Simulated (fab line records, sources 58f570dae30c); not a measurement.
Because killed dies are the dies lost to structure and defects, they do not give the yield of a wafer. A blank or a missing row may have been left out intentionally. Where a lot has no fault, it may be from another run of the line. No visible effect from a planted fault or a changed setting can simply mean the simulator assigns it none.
Which tool was responsible? | flow berkeley-cmos170 | 14 lots with 42 wafers sampled at 4 steps, on a route of 331 steps

## WHAT THE GAUGES READ, wafer by wafer
UCB170_V2_THK_MEAS_01.
lot  | measured     | on            | V2_TEOS_THK (nm)
L490 | day 8 13:52  | film-metro-03 | 2013 1986 2068
L492 | day 8 22:13  | film-metro-04 | 1978 2049 2024
L491 | day 8 22:50  | film-metro-03 | 1965 2033 1992
L493 | day 9 10:53  | film-metro-04 | 2017 2011 2026
L495 | day 9 13:15  | film-metro-04 | 2004 2058 2050
L496 | day 10 01:43 | film-metro-02 | 1957 2071 2005
L498 | day 10 13:17 | film-metro-04 | 2008 2001 2010
L501 | day 11 04:27 | film-metro-02 | 1962 2024 2018
L507 | day 12 10:42 | film-metro-02 | 1964 1974 2019
L508 | day 12 10:25 | film-metro-04 | 2032 2037 2014
L510 | day 12 10:38 | film-metro-03 | 2003 2028 2033
L513 | day 13 02:44 | film-metro-02 | 2008 2057 2012

UCB170_V2_CD_MEAS_12 targets a cd of 700 nm.
lot  | measured     | on        | cd-nm (nm)
L490 | day 8 15:36  | cd-sem-02 | 699.2 700.5 698.5
L492 | day 9 00:20  | cd-sem-01 | 698.5 698.3 697.8
L491 | day 9 00:28  | cd-sem-02 | 700.7 701.4 701.0
L493 | day 9 12:28  | cd-sem-01 | 698.8 699.4 700.6
L495 | day 9 14:53  | cd-sem-01 | 701.1 700.2 700.7
L496 | day 10 03:24 | cd-sem-02 | 699.8 698.5 698.8
L498 | day 10 15:20 | cd-sem-02 | 699.1 697.5 700.8
L501 | day 11 06:10 | cd-sem-02 | 698.5 698.1 698.7
L507 | day 12 12:27 | cd-sem-01 | 701.7 701.7 703.4
L508 | day 12 12:07 | cd-sem-02 | 702.3 701.4 701.3
L510 | day 12 12:17 | cd-sem-02 | 702.8 702.2 701.4
L513 | day 13 05:22 | cd-sem-02 | 700.7 701.1 700.9

## TOOL THAT RAN EACH LOT (tool first, then ch and the chambers of the sampled wafers, then the start)
lot  | UCB170_NWELL_STRIP_15               | UCB170_CONTACT_RTA_08
L490 | plasma-asher-04 ch 0,1, day 2 08:05 | rtp-anneal-01 ch 0, day 7 23:51
L492 | plasma-asher-04 ch 1, day 2 17:01   | rtp-anneal-02 ch 0, day 8 10:18
L491 | plasma-asher-01 ch 0, day 2 17:05   | rtp-anneal-01 ch 0, day 8 10:56
L493 | plasma-asher-02 ch 0, day 3 00:04   | rtp-anneal-02 ch 0, day 8 23:02
L495 | plasma-asher-04 ch 0,1, day 3 09:34 | rtp-anneal-02 ch 0, day 9 01:26
L496 | plasma-asher-02 ch 0,1, day 3 21:30 | rtp-anneal-01 ch 0, day 9 12:47
L497 | plasma-asher-04 ch 0,1, day 3 21:33 | rtp-anneal-02, day 9 13:24
L498 | plasma-asher-04 ch 0,1, day 4 02:50 | rtp-anneal-01 ch 0, day 10 01:13
L500 | plasma-asher-04 ch 0,1, day 4 12:18 | rtp-anneal-01, day 9 23:32
L501 | plasma-asher-04 ch 0,1, day 4 23:07 | rtp-anneal-01 ch 0, day 10 16:07
L507 | plasma-asher-04 ch 0,1, day 6 07:52 | rtp-anneal-01 ch 0, day 11 20:22
L508 | plasma-asher-01 ch 0,1, day 6 08:08 | rtp-anneal-02 ch 0, day 11 20:14
L510 | plasma-asher-02 ch 0, day 6 22:13   | rtp-anneal-02 ch 0, day 11 21:41
L513 | plasma-asher-04 ch 0,1, day 7 09:43 | rtp-anneal-01 ch 0, day 12 14:27
- UCB170_NWELL_STRIP_15: strips in O2.
- UCB170_CONTACT_RTA_08: time 10 s.

## AS READ BY THE TOOLS THEMSELVES (means over the sampled wafers that have a number; for cases with no such wafer, the mark the record gives instead)
UCB170_NWELL_STRIP_15.
lot  | tool            | drypump-motor-current-A (A) | oes-product-au (a.u.) | strip-time-to-endpoint-s (s)
L490 | plasma-asher-04 | 5.78                        | 0.724                 | 18.02
L492 | plasma-asher-04 | 5.74                        | 0.717                 | 17.97
L491 | plasma-asher-01 | 6.23                        | 0.723                 | 18.10
L493 | plasma-asher-02 | 6.06                        | 0.718                 | 17.96
L495 | plasma-asher-04 | 5.78                        | 0.719                 | 17.90
L496 | plasma-asher-02 | 6.21                        | 0.722                 | 18.00
L497 | plasma-asher-04 | 5.78                        | 0.722                 | 17.78
L498 | plasma-asher-04 | 5.79                        | 0.718                 | 17.92
L500 | plasma-asher-04 | 5.80                        | 0.723                 | 17.95
L501 | plasma-asher-04 | 5.77                        | 0.721                 | 17.88
L507 | plasma-asher-04 | 5.75                        | 0.717                 | 18.04
L508 | plasma-asher-01 | 6.05                        | 0.723                 | 17.90
L510 | plasma-asher-02 | 6.09                        | 0.720                 | 17.86
L513 | plasma-asher-04 | 5.79                        | 0.720                 | 18.01

UCB170_CONTACT_RTA_08.
lot  | tool          | anneal-temp-c-max | chamber-o2-ppm | lamp-power-pct (%) | wafer_temp_C_max
L490 | rtp-anneal-01 | 903.0             | 2.032          | 24.7               | 904.8
L492 | rtp-anneal-02 | 906.7             | 1.993          | 25.9               | 903.7
L491 | rtp-anneal-01 | 903.5             | 2.008          | 24.7               | 905.0
L493 | rtp-anneal-02 | 908.2             | 1.999          | 25.9               | 903.5
L495 | rtp-anneal-02 | 907.9             | 1.980          | 25.9               | 903.6
L496 | rtp-anneal-01 | 903.0             | 2.020          | 24.7               | 904.1
L497 | rtp-anneal-02 | -                 | -              | -                  | -
L498 | rtp-anneal-01 | 903.5             | 1.997          | 24.7               | 905.0
L500 | rtp-anneal-01 | -                 | -              | -                  | -
L501 | rtp-anneal-01 | 903.4             | 1.999          | 24.7               | 903.6
L507 | rtp-anneal-01 | 902.9             | 2.009          | 24.7               | 904.9
L508 | rtp-anneal-02 | 907.6             | 2.019          | 25.9               | 903.9
L510 | rtp-anneal-02 | 908.0             | 1.988          | 25.9               | 903.3
L513 | rtp-anneal-01 | 902.7             | 2.002          | 24.7               | 904.1

## THE ANSWER, worked out from the rows above alone
Rule: what is usual is taken from the lots themselves. The widest of any qualifying gaps counts: lots, ordered by their means at a reading, are off when they make up no more than a third of the lots, leave a main group of 4 or more, and stand apart from it by 3 or more times the standard deviation of that group's means. The tables above print the reading to a certain number of digits; a main group whose means all agree to those digits is not used. Also off: a lot with no number at a reading for which 4 or more lots have one. All remaining lots with rows at the step are treated as sound. First the gauges in route order, then the tools' own readings, where a lot's mean is used as printed above. The first step at which some lot is off is used, and at that step the reading that is off furthest; a lot without a number counts as furthest.
Off: L497, L500, at UCB170_CONTACT_RTA_08 (anneal-temp-c-max). Without a number there: L497, L500. For the main group the mean is 905.0 and the standard deviation 2.3.
A tool fits if, at that step or a process step before it, it ran every lot that is off, and no sound lot after the first of them. No candidate that was tried fits.

## WHAT THE SIMULATOR HAD PUT IN
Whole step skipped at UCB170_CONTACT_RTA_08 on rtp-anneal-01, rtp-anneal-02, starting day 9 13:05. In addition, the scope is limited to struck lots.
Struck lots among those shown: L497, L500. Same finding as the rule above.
